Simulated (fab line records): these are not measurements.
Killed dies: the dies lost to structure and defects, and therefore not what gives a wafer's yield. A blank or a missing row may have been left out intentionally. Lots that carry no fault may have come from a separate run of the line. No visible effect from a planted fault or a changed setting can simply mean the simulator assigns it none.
The same fault as seen by 2 desks / flow rit_cmos / each desk holds nothing but its own numbers, with what lay behind them at the end

## FROM THE METROLOGY DESK
What the gauges read, lot by lot, whatever tool the lot ran on: means of the sampled wafers that have a number. Marked OUT: a lot whose mean sits more than 4 standard deviations from the usual mean, which makes it out of limits; the brackets give that distance.
Columns: A = GATE_POLY_THK at RIT_GATE_THK_MEAS_09, usual 250.5 nm
lot=L152; first seen here=day 2 17:32; A=249.4
lot=L154; first seen here=day 2 22:08; A=251.0
lot=L155; first seen here=day 3 03:32; A=249.9
lot=L156; first seen here=day 3 08:43; A=255.0
lot=L157; first seen here=day 3 14:57; A=252.0
lot=L158; first seen here=day 3 18:14; A=248.6
lot=L159; first seen here=day 3 22:04; A=245.1
lot=L160; first seen here=day 4 03:33; A=249.3
lot=L162; first seen here=day 4 14:35; A=253.3
lot=L163; first seen here=day 4 18:13; A=256.6
lot=L164; first seen here=day 4 22:52; A=247.8
lot=L165; first seen here=day 5 04:07; A=383.4 (+49) OUT
lot=L166; first seen here=day 5 11:00; A=385.1 (+50) OUT
lot=L167; first seen here=day 5 15:34; A=249.6
Per this desk, out of limits: L165, L166; the first was L165, day 5 04:07 (GATE_POLY_THK at RIT_GATE_THK_MEAS_09). L152, L154, L155, L156, L157, L158, L159, L160, L162, L163, L164, L167: within limits.

## THE TOOL OWNER'S DESK: lpcvd-01
The tool's own readings at RIT_GATE_CVD_08 (deposits poly-Si from SiH4, target thk 250 nm, time 2220 s): means of the sampled wafers that have a number, for each lot that ran on this tool. Marked OUT: a lot whose mean sits more than 4 standard deviations from the usual mean, which makes it out of limits; the brackets give that distance.
Columns: A = susceptor_temp_C at RIT_GATE_CVD_08, usual 610.04 C
lot=L155; first seen here=day 3 01:55; A=610.06
lot=L156; first seen here=day 3 07:05; A=610.12
lot=L159; first seen here=day 3 20:26; A=610.12
lot=L162; first seen here=day 4 12:58; A=609.92
lot=L163; first seen here=day 4 16:35; A=609.82
lot=L165; first seen here=day 5 02:26; A=610.06
lot=L166; first seen here=day 5 09:23; A=610.07
This desk's verdict: no lot among the 7 shows anything out of limits.

## ALL TOGETHER
The metrology desk could have raised an alarm at day 5 04:07, on L165, L166.
Nothing out of limits was seen by the tool owner's desk.
The tool owner's desk has L165, L166 on record, within its limits.
Every lot named ran RIT_GATE_CVD_08 on lpcvd-01.

## WHAT THE SIMULATOR HAD INSERTED
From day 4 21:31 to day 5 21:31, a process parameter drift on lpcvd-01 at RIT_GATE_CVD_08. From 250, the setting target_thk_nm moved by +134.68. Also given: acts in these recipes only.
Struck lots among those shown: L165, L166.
Hours from the fault's start to each desk's first reading out of limits: the metrology desk, 7.
